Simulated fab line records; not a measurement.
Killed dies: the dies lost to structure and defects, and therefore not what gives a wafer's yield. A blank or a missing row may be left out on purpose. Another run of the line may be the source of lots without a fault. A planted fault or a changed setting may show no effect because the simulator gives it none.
Split-lot study + flow berkeley cmos170 + route with 331 steps; 5 lots, 23 wafers read

## ON THE SPLIT
At UCB170_NWELL_CVD_04 (deposits Si3N4 from SiH2Cl2/NH3, target thk 224 nm, time 3360 s), the setting pressure mtorr was moved away from the recipe's 200 mTorr on 15 of the 23 wafers read, by -6.7% to +9.1%. All remaining wafers had this setting at the recipe value.

The file shows no step between the split and the reading.

## THE READING
NWELL_NITRIDE_THK (nm), taken at UCB170_NWELL_THK_MEAS_05. Fault-free wafers of this fab line usually give 223.8 nm, standard deviation 2.2 nm.

| wafer  | tool, chamber at the split | pressure mtorr as run, mTorr | against the recipe | NWELL_NITRIDE_THK, nm | against lot-mates on the recipe |
|--------|----------------------------|------------------------------|--------------------|-----------------------|---------------------------------|
| L074.4 | lpcvd-02, 1                | 200                          | recipe             | 222.6                 | -                               |
| L074.5 | lpcvd-02, 1                | 200                          | recipe             | 225.0                 | -                               |
| L074.6 | lpcvd-02, 1                | 200                          | recipe             | 225.3                 | -                               |
| L077.1 | -, -                       | 200                          | recipe             | 224.1                 | -                               |
| L077.2 | -, -                       | 200                          | recipe             | 224.6                 | -                               |
| L077.3 | -, -                       | 200                          | recipe             | 224.3                 | -                               |
| L077.4 | -, -                       | 200                          | recipe             | 223.2                 | -                               |
| L077.6 | -, -                       | 200                          | recipe             | 224.1                 | -                               |
| L078.2 | -, -                       | 186.6                        | -6.7%              | 213.7                 | no lot-mate on the recipe       |
| L078.3 | -, -                       | 186.6                        | -6.7%              | 213.8                 | no lot-mate on the recipe       |
| L078.4 | -, -                       | 186.6                        | -6.7%              | 215.0                 | no lot-mate on the recipe       |
| L078.5 | -, -                       | 186.6                        | -6.7%              | 215.5                 | no lot-mate on the recipe       |
| L078.6 | -, -                       | 186.6                        | -6.7%              | 213.9                 | no lot-mate on the recipe       |
| L079.1 | -, -                       | 218.2                        | +9.1%              | 232.5                 | no lot-mate on the recipe       |
| L079.2 | -, -                       | 218.2                        | +9.1%              | 233.2                 | no lot-mate on the recipe       |
| L079.3 | -, -                       | 218.2                        | +9.1%              | 232.5                 | no lot-mate on the recipe       |
| L079.4 | -, -                       | 218.2                        | +9.1%              | 231.3                 | no lot-mate on the recipe       |
| L079.6 | -, -                       | 218.2                        | +9.1%              | 229.6                 | no lot-mate on the recipe       |
| L082.2 | -, -                       | 217                          | +8.5%              | 228.2                 | no lot-mate on the recipe       |
| L082.3 | -, -                       | 217                          | +8.5%              | 227.9                 | no lot-mate on the recipe       |
| L082.4 | -, -                       | 217                          | +8.5%              | 228.2                 | no lot-mate on the recipe       |
| L082.5 | -, -                       | 217                          | +8.5%              | 229.2                 | no lot-mate on the recipe       |
| L082.6 | -, -                       | 217                          | +8.5%              | 229.8                 | no lot-mate on the recipe       |

THE FIT
A straight line over all 23 wafers: NWELL_NITRIDE_THK changes by +0.964 nm for each +1% of pressure mtorr; r = +0.96; the points scatter about the line by 1.9 nm.
Too few moved wafers with a lot-mate on the recipe to fit a line net of each lot's own level.

## THE WHOLE CHAIN: every reading that the file lists as answering this split, in the file's order
| step                     | what it does                                                                 | reading                                                                       | change (the file's fit)               | r (the file's) |
|--------------------------|------------------------------------------------------------------------------|-------------------------------------------------------------------------------|---------------------------------------|----------------|
| UCB170_NWELL_CVD_04      | deposits Si3N4 from SiH2Cl2/NH3, target thk 224 nm, time 3360 s              | Si3N4_of_NWELL_CVD_04.thk nm (the simulator's own value, which no gauge read) | +0.968 nm for each +1% of the setting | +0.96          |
| UCB170_NWELL_THK_MEAS_05 |                                                                              | NWELL_NITRIDE_THK                                                             | +0.966 for each +1% of the setting    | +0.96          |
| UCB170_NWELL_ETCH_13     | etches Si3N4 in CH3F/Ar/O2, stops on SiO2, target depth 246.4 nm, time 154 s | etch.depth nm (the simulator's own value, which no gauge read)                | +1.58 nm for each +1% of the setting  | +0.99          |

## THE FILE'S OWN FIT
NWELL_NITRIDE_THK changes by +0.966 nm for each +1% of pressure mtorr, r = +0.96.
